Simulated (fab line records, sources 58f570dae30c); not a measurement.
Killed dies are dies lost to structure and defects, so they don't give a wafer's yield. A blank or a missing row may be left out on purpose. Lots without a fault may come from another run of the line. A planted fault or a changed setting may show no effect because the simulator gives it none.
Which tool did it? | flow berkeley_cmos170 | 16 lots, 48 wafers sampled, at 6 steps of a route of 331

WHAT THE GAUGES READ, wafer by wafer
UCB170_FIELD_THK_MEAS_91. Usual: FIELD_OXIDE_LEFT_2_THK 346 nm, standard deviation 13.
lot  | measured     | on            | FIELD_OXIDE_LEFT_2_THK (nm) | flag
L329 | day 6 22:22  | film_metro-04 | 340 346 337                 |
L330 | day 7 12:39  | film_metro-01 | 349 347 350                 |
L332 | day 7 13:29  | film_metro-04 | 359 367 358                 |
L333 | day 7 14:17  | film_metro-02 | 350 346 342                 |
L331 | day 7 14:33  | film_metro-04 | 324 329 326                 |
L335 | day 8 02:52  | film_metro-04 | 332 344 342                 |
L336 | day 8 03:09  | film_metro-04 | 361 345 348                 |
L339 | day 8 12:44  | film_metro-02 | 359 362 355                 |
L343 | day 9 19:58  | film_metro-01 | 364 357 356                 |
L342 | day 9 20:00  | film_metro-02 | 357 351 350                 |
L346 | day 9 21:16  | film_metro-01 | 343 357 356                 |
L345 | day 9 21:20  | film_metro-02 | 346 349 338                 |
L347 | day 10 17:31 | film_metro-02 | 376 370 378                 |
L348 | day 10 17:48 | film_metro-02 | 356 359 354                 |
L350 | day 11 02:11 | film_metro-02 | 336 332 340                 |
L351 | day 11 03:08 | film_metro-02 | 328 338 351                 |

UCB170_GATE_THK_MEAS_05. Usual: GATE_POLY_THK 214.8 nm, standard deviation 2.1.
lot  | measured     | on            | GATE_POLY_THK (nm) | flag
L329 | day 7 09:04  | film_metro-04 | 212.9 213.1 212.2  |
L330 | day 8 00:20  | film_metro-04 | 172.9 173.5 175.0  | OFF
L332 | day 8 00:22  | film_metro-02 | 173.3 173.6 174.3  | OFF
L333 | day 8 00:20  | film_metro-03 | 172.9 173.9 173.1  | OFF
L331 | day 8 00:24  | film_metro-03 | 171.7 170.1 173.2  | OFF
L335 | day 8 15:37  | film_metro-04 | 217.1 217.7 217.6  |
L336 | day 8 15:38  | film_metro-02 | 214.6 213.7 213.4  |
L339 | day 8 23:01  | film_metro-02 | 212.9 215.3 215.4  |
L343 | day 10 07:19 | film_metro-02 | 217.4 214.9 216.7  |
L342 | day 10 07:23 | film_metro-02 | 212.1 213.5 212.5  |
L346 | day 10 07:31 | film_metro-02 | 216.4 215.0 215.2  |
L345 | day 10 07:27 | film_metro-02 | 217.4 215.0 217.8  |
L347 | day 11 08:58 | film_metro-03 | 214.8 217.8 218.5  |
L348 | day 11 09:00 | film_metro-04 | 213.0 211.1 213.9  |
L350 | day 11 17:11 | film_metro-03 | 213.6 213.5 213.9  |
L351 | day 11 17:09 | film_metro-04 | 216.7 218.6 217.2  |

UCB170_PLDD_OVL_MEAS_07. Usual: PLDD_OVL 1 nm, standard deviation 5.5.
lot  | measured     | on         | PLDD_OVL (nm) | flag
L329 | day 7 15:10  | overlay-02 | 2 8 6         |
L330 | day 8 06:22  | overlay-01 | -1 -7 -4      |
L332 | day 8 05:54  | overlay-02 | 3 4 -2        |
L333 | day 8 06:29  | overlay-02 | 1 1 6         |
L331 | day 8 06:59  | overlay-02 | -3 4 7        |
L335 | day 8 22:09  | overlay-02 | -11 -5 -10    |
L336 | day 8 23:23  | overlay-02 | -4 0 -5       |
L339 | day 9 07:59  | overlay-01 | 1 0 0         |
L343 | day 10 10:41 | overlay-02 | 5 5 10        |
L342 | day 10 11:03 | overlay-02 | 4 6 0         |
L346 | day 10 11:23 | overlay-01 | -3 -2 -4      |
L345 | day 10 11:11 | overlay-01 | 9 4 5         |
L347 | day 11 11:56 | overlay-02 | 5 -3 4        |
L348 | day 11 12:29 | overlay-02 | 0 9 7         |
L350 | day 11 20:32 | overlay-01 | -1 1 -7       |
L351 | day 11 20:46 | overlay-02 | -2 1 -1       |

WHICH TOOL RAN EACH LOT (tool, then ch and the chambers of the sampled wafers, then the start)
lot  | UCB170_GATE_CVD_04          | UCB170_GATE_ETCH_15              | UCB170_GATE_STRIP_16
L329 | lpcvd-01 ch 1, day 7 07:38  | rie_si-02 ch 0,1,3, day 7 11:52  | plasma_asher-01 ch 0,1, day 7 11:55
L330 | lpcvd-01 ch 1, day 7 22:56  | rie_si-01 ch 1,2,3, day 8 03:34  | plasma_asher-03 ch 0,1, day 8 03:37
L332 | lpcvd-01 ch 0, day 7 22:56  | rie_si-02 ch 0,2,3, day 8 03:27  | plasma_asher-02 ch 0,1, day 8 03:32
L333 | lpcvd-01 ch 1, day 7 22:56  | rie_si-02 ch 1,2,3, day 8 03:41  | plasma_asher-01 ch 0,1, day 8 03:44
L331 | lpcvd-01 ch 0, day 7 22:56  | rie_si-02 ch 0,1, day 8 04:17    | plasma_asher-02 ch 0, day 8 04:20
L335 | lpcvd-02 ch 0, day 8 14:13  | rie_si-01 ch 0,1,2, day 8 18:25  | plasma_asher-02 ch 0,1, day 8 18:28
L336 | lpcvd-02 ch 0, day 8 14:13  | rie_si-01 ch 1,2, day 8 18:53    | plasma_asher-01 ch 0,1, day 8 18:56
L339 | lpcvd-02 ch 1, day 8 21:35  | rie_si-02 ch 2,3, day 9 02:02    | plasma_asher-03 ch 0,1, day 9 02:07
L343 | lpcvd-02 ch 0, day 10 05:55 | rie_si-02 ch 0,1,2, day 10 08:44 | plasma_asher-01 ch 0,1, day 10 08:47
L342 | lpcvd-02 ch 1, day 10 05:55 | rie_si-01 ch 0,2,3, day 10 08:52 | plasma_asher-01 ch 0,1, day 10 08:55
L346 | lpcvd-02 ch 0, day 10 05:55 | rie_si-02 ch 0,1,2, day 10 09:16 | plasma_asher-01 ch 0,1, day 10 09:20
L345 | lpcvd-02 ch 0, day 10 05:55 | rie_si-02 ch 1,2, day 10 09:01   | plasma_asher-01 ch 0,1, day 10 09:06
L347 | lpcvd-02 ch 0, day 11 07:34 | rie_si-01 ch 2,3, day 11 10:20   | plasma_asher-03 ch 0, day 11 10:23
L348 | lpcvd-02 ch 1, day 11 07:34 | rie_si-01 ch 1,3, day 11 10:50   | plasma_asher-01 ch 0, day 11 10:53
L350 | lpcvd-01 ch 1, day 11 15:45 | rie_si-02 ch 1,2, day 11 18:56   | plasma_asher-03 ch 0,1, day 11 19:01
L351 | lpcvd-01 ch 1, day 11 15:45 | rie_si-01 ch 0,1,2, day 11 19:13 | plasma_asher-01 ch 0,1, day 11 19:16
- UCB170_GATE_CVD_04: deposits poly-Si from SiH4, time 1440 s, target thk 214 nm.
- UCB170_GATE_ETCH_15: etches poly-Si in HBr/Cl2, stops on SiO2, time 56.3 s, target depth 278.2 nm.
- UCB170_GATE_STRIP_16: strips in O2.

WHAT THE TOOLS THEMSELVES READ (means of the sampled wafers that have a number; where no wafer has one, the mark that the record gives instead)
UCB170_GATE_CVD_04. Usual: susceptor_temp_C 609.92 C, standard deviation 0.27; zone_power_load_pct 11.9 %, standard deviation 1.9.
lot  | tool     | susceptor_temp_C (C) | zone_power_load_pct (%) | flag
L329 | lpcvd-01 | 609.67               | 12.5                    |
L330 | lpcvd-01 | -                    | 12.7                    | OFF
L332 | lpcvd-01 | -                    | 10.8                    | OFF
L333 | lpcvd-01 | -                    | 12.7                    | OFF
L331 | lpcvd-01 | -                    | 10.9                    | OFF
L335 | lpcvd-02 | 610.04               | 14.1                    |
L336 | lpcvd-02 | 609.88               | 14.1                    |
L339 | lpcvd-02 | 609.75               | 9.4                     |
L343 | lpcvd-02 | 610.40               | 14.0                    |
L342 | lpcvd-02 | 610.03               | 9.3                     |
L346 | lpcvd-02 | 609.98               | 14.3                    |
L345 | lpcvd-02 | 610.15               | 14.2                    |
L347 | lpcvd-02 | 609.92               | 14.1                    |
L348 | lpcvd-02 | 610.20               | 9.5                     |
L350 | lpcvd-01 | 609.99               | 12.6                    |
L351 | lpcvd-01 | 609.90               | 12.8                    |

UCB170_GATE_ETCH_15. Usual: chamber_pressure_mTorr 14.998 mTorr, standard deviation 0.014; drypump_motor_current_A 6.0 A, standard deviation 0.33; oes_product_au 0.831 a.u., standard deviation 0.017; throttle_valve_pct 26.52 %, standard deviation 0.27.
lot  | tool      | chamber_pressure_mTorr (mTorr) | drypump_motor_current_A (A) | oes_product_au (a.u.) | throttle_valve_pct (%) | flag
L329 | rie_si-02 | 14.996                         | 5.9                         | 0.826                 | 26.58                  |
L330 | rie_si-01 | 15.005                         | 6.2                         | 0.732                 | 26.26                  | OFF
L332 | rie_si-02 | 14.997                         | 5.7                         | 0.718                 | 26.68                  | OFF
L333 | rie_si-02 | 15.004                         | 5.6                         | 0.728                 | 26.69                  | OFF
L331 | rie_si-02 | 14.994                         | 6.1                         | 0.712                 | 26.50                  | OFF
L335 | rie_si-01 | 14.997                         | 6.1                         | 0.837                 | 26.33                  |
L336 | rie_si-01 | 15.007                         | 6.1                         | 0.831                 | 26.07                  |
L339 | rie_si-02 | 14.999                         | 5.6                         | 0.831                 | 26.75                  |
L343 | rie_si-02 | 15.013                         | 5.7                         | 0.838                 | 26.63                  |
L342 | rie_si-01 | 14.992                         | 6.3                         | 0.814                 | 26.46                  |
L346 | rie_si-02 | 14.994                         | 5.7                         | 0.830                 | 26.62                  |
L345 | rie_si-02 | 14.997                         | 5.4                         | 0.844                 | 26.75                  |
L347 | rie_si-01 | 14.996                         | 6.3                         | 0.823                 | 26.41                  |
L348 | rie_si-01 | 15.002                         | 6.2                         | 0.828                 | 26.47                  |
L350 | rie_si-02 | 14.996                         | 5.7                         | 0.836                 | 26.65                  |
L351 | rie_si-01 | 14.997                         | 6.1                         | 0.834                 | 26.35                  |

UCB170_GATE_STRIP_16. Usual: chamber_pressure_mTorr 3500 mTorr, standard deviation 3.1; drypump_motor_current_A 5.99 A, standard deviation 0.25; oes_product_au 0.724 a.u., standard deviation 0.0041.
lot  | tool            | chamber_pressure_mTorr (mTorr) | drypump_motor_current_A (A) | oes_product_au (a.u.) | flag
L329 | plasma_asher-01 | 3501                           | 6.10                        | 0.724                 |
L330 | plasma_asher-03 | 3502                           | 5.70                        | 0.723                 |
L332 | plasma_asher-02 | 3497                           | 5.99                        | 0.724                 |
L333 | plasma_asher-01 | 3499                           | 6.10                        | 0.726                 |
L331 | plasma_asher-02 | 3502                           | 5.66                        | 0.724                 |
L335 | plasma_asher-02 | 3498                           | 5.82                        | 0.726                 |
L336 | plasma_asher-01 | 3497                           | 6.09                        | 0.724                 |
L339 | plasma_asher-03 | 3501                           | 5.93                        | 0.720                 |
L343 | plasma_asher-01 | 3500                           | 6.10                        | 0.724                 |
L342 | plasma_asher-01 | 3502                           | 6.12                        | 0.721                 |
L346 | plasma_asher-01 | 3500                           | 6.09                        | 0.721                 |
L345 | plasma_asher-01 | 3502                           | 6.16                        | 0.727                 |
L347 | plasma_asher-03 | 3502                           | 6.16                        | 0.726                 |
L348 | plasma_asher-01 | 3500                           | 6.15                        | 0.725                 |
L350 | plasma_asher-03 | 3500                           | 5.93                        | 0.727                 |
L351 | plasma_asher-01 | 3499                           | 6.11                        | 0.726                 |

THE ANSWER, worked out from the rows above alone
Rule: a lot is off if the mean of its wafers that have a number lies more than 3 standard deviations from the usual mean. A lot without any number at a reading at which 4 lots or more have one is off too. The other lots that the step has rows for count as sound. The gauges are gone through in route order, then the tools' own readings, and for those a lot's mean is taken as printed above. The first step at which some lot is off is used, and at that step the reading that is off furthest; a lot without a number counts as furthest.
Off: L330, L332, L333, L331, at UCB170_GATE_THK_MEAS_05 (GATE_POLY_THK).
A tool fits if, at a process step before that reading, it ran every lot that is off, and no sound lot after the first of them. The gauges at UCB170_GATE_THK_MEAS_05 aren't tried: what is off there is off at UCB170_GATE_CVD_04 too, on other tools, and a gauge's error can't cause that. None of those tried fits.

WHAT THE SIMULATOR HAD PUT IN
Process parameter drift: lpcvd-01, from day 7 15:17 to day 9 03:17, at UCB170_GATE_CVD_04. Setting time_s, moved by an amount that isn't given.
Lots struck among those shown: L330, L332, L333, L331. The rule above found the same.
